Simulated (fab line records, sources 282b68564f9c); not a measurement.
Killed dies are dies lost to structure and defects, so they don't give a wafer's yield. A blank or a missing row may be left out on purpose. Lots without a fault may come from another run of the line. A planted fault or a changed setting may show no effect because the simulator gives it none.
One fault seen from 2 desks | flow rit_cmos | each desk has only its own numbers; what lay behind them comes last

THE METROLOGY DESK
What the gauges read, lot by lot, whatever tool the lot ran on: means of the sampled wafers that have a number. A lot is out of limits, marked OUT, if its mean lies more than 4 standard deviations from the usual mean; the brackets give that distance.
Columns: A = INCOMING_BOW at RIT_ACTIVE_BOW_MEAS_00, usual 1 um; B = GATE_OXIDE_THK at RIT_GATE_THK_MEAS_07, usual 3.01 nm; C = M1_AL_RS at RIT_M1_RS_MEAS_01, usual 0.0729 ohm/sq; D = M1_AL_THK at RIT_M1_THK_MEAS_02, usual 401 nm
lot  | first seen here | A  | B    | C                | D
L719 | day 1 10:00     | 0  | 2.99 | 0.0730           | 403
L721 | day 1 20:00     | 3  | 2.98 | 0.0731           | 394
L725 | day 2 16:00     | -4 | 2.92 | 0.0725           | 398
L726 | day 2 21:00     | 2  | 3.00 | 0.0741           | 394
L727 | day 3 02:02     | 4  | 3.06 | 0.0732           | 396
L728 | day 3 07:00     | 2  | 3.01 | 0.0732           | 397
L730 | day 3 17:01     | -5 | 3.00 | 0.0727           | 400
L731 | day 3 22:00     | 0  | 3.05 | 0.0717           | 410
L732 | day 4 03:04     | -5 | 2.96 | 0.0733           | 397
L734 | day 4 13:02     | 1  | 3.03 | 0.0737           | 394
L735 | day 4 18:00     | 3  | 2.95 | 0.0523 (-25) OUT | 597 (+33) OUT
L737 | day 5 04:01     | 6  | 3.05 | 0.0623 (-13) OUT | 501 (+17) OUT
L738 | day 5 09:04     | 2  | 2.97 | 0.0736           | 395
This desk's finding: out of limits on L735, L737; first on L735, day 6 17:00 (M1_AL_RS at RIT_M1_RS_MEAS_01). In limits: L719, L721, L725, L726, L727, L728, L730, L731, L732, L734, L738.

THE TOOL OWNER'S DESK: pvd_sputter-04
The tool's own readings at RIT_M1_SPUTTER_00 (material Al, target thk 400 nm, time 500 s): means of the sampled wafers that have a number, for each lot that ran on this tool. A lot is out of limits, marked OUT, if its mean lies more than 4 standard deviations from the usual mean; the brackets give that distance.
Columns: A = throttle_valve_pct at RIT_M1_SPUTTER_00, usual 29.9 %
lot  | first seen here | A
L719 | day 3 09:14     | 30.7
L721 | day 3 21:02     | 30.4
L725 | day 4 12:44     | 29.8
L727 | day 5 01:19     | 29.8
L731 | day 5 21:40     | 30.1
L735 | day 6 16:43     | 30.4
L737 | day 7 04:27     | 30.0
This desk's finding: nothing out of limits on any of the 7 lots.

PUT TOGETHER
The metrology desk could have raised an alarm at day 6 17:00, on L735, L737.
The tool owner's desk saw nothing out of limits.
The tool owner's desk has L735, L737 on record, within its limits.
Of the lots named, all ran RIT_M1_SPUTTER_00 on pvd_sputter-04.

WHAT THE SIMULATOR HAD PUT IN
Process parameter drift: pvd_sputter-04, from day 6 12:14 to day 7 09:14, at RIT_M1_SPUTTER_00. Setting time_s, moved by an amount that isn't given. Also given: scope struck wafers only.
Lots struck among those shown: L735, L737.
Hours from the fault's start to each desk's first reading out of limits: the metrology desk, 5.
